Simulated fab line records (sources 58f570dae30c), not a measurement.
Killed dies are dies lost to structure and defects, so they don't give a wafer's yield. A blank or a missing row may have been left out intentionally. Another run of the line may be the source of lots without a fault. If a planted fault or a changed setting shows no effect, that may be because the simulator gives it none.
A struck lot beside a sound one / flow berkeleyCmos170 / 15 out of 331 route steps
Sound: these wafers, L756.2, L756.4, L756.5. Wafers L767.1, L767.3, L767.5 were the ones struck. The cause is named last.
For every step that has rows: the tool of each side, followed by ch and its chambers, followed by its first start. Under that, the readings that differ: sound wafers / struck wafers / difference of the means / sigmas: that difference in standard deviations of wafers without a fault.
alike: readings with means less than 2 such deviations apart, plus words and numbers identical on both sides. not compared: withheld readings, readings lacking a value on some wafer, bounds such as >300 that could conceal the same value, and numbers that have no deviation in the record and whose values overlap.
A row with sigmas, a row that says differs or no value, or rows on one side alone: a step with any of these is where the two part. Numbers that have no deviation but don't overlap get no sigmas and don't part them. Lack of a reading on every wafer of one side parts them only where that side has two or more wafers.

UCB170_V2_CMP_02: polishes SiO2.
  sound on cmp-02 ch 2,3, day 7 13:47; struck on cmp-02 ch 0,2,3, day 9 10:40
  alike: headPressurePsi, motorCurrentA, slurryFilterDpKPa
UCB170_V2_BOW_MEAS_03:
  sound: filmMetro-01 at day 7 14:03; struck: filmMetro-01 at day 9 10:58
  alike: V2_BOW
UCB170_V2_THK_MEAS_04:
  sound: filmMetro-01 at day 7 14:10; struck: filmMetro-01 at day 9 11:05
  alike: V2_POLISHED_THK
then, 7 steps without rows for these wafers: UCB170_V2_CLEAN_05 (cleans in DIW); UCB170_V2_HMDS_06 (prime time 60 s); UCB170_V2_COAT_07 (resist thk 900 nm); UCB170_V2_SOFTBAKE_08 (time 60 s); UCB170_V2_EXPOSE_09 (exposes mask VIA2, target cd 700 nm); UCB170_V2_PEB_10; UCB170_V2_DEVELOP_11 (develop time 45 s).
UCB170_V2_CD_MEAS_12: target cd 700 nm.
  sound: cdSem-02 at day 7 15:23; struck: cdSem-02 at day 9 12:28
  alike: cdNm
UCB170_V2_OVL_MEAS_13:
  sound: overlay-01 at day 7 15:29; struck: overlay-01 at day 9 12:35
  alike: V2_OVL
UCB170_V2_ETCH_14: etches SiO2 in CHF3/CF4/Ar, stops on Al, target depth 1250 nm, time 291 s.
  sound on rieDiel-03 ch 1,3, day 7 15:31; struck on rieDiel-04 ch 1,3, day 9 12:38
reading=oesProductAu (a.u.); sound=0.879 0.885 0.885; struck=0.851 0.833 0.855; difference=-0.037; sigmas=-3
reading=rfFwdPowerW (W); sound=699.7 697.5 695.4; struck=419.4 416.5 416.3; difference=-280.1; sigmas=-99 or more
reading=model.KrF_of_V2_COAT_07.thkNm (nm); sound=617 629 620.4; struck=672.8 673.7 673.5; difference=+51.2; sigmas=
reading=model.etch.depthNm (nm); sound=999.8 999.3 998.8; struck=969.5 964.2 966; difference=-32.7; sigmas=
reading=model.V2.featureDepthNm (nm); sound=1000 999.3 998.8; struck=969.5 964.2 966; difference=-32.8; sigmas=
  alike: drypumpMotorCurrentA, throttleValvePct
  not compared: rfHoursCounterH
UCB170_V2_STRIP_15: strips in O2.
  sound on plasmaAsher-02 ch 0,1, day 7 15:41; struck on plasmaAsher-04 ch 0,1, day 9 12:48
reading=stripTimeToEndpointS (s); sound=15.47 15.76 15.57; struck=16.74 16.77 16.75; difference=+1.15; sigmas=+10
  alike: drypumpMotorCurrentA, oesProductAu
  not compared: rfHoursCounterH
UCB170_V2_CD_MEAS_90: target cd 700 nm.
  sound: cdSem-02 at day 7 15:49; struck: cdSem-02 at day 9 12:54
reading=cdNm (nm); sound=700.6 700.8 700.3; struck=693.7 695.0 694.7; difference=-6.1; sigmas=-4

== WHERE THEY PART ==
Earliest at UCB170_V2_ETCH_14; latest, in this record, at UCB170_V2_CD_MEAS_90.

WHY: what had been put in by the simulator
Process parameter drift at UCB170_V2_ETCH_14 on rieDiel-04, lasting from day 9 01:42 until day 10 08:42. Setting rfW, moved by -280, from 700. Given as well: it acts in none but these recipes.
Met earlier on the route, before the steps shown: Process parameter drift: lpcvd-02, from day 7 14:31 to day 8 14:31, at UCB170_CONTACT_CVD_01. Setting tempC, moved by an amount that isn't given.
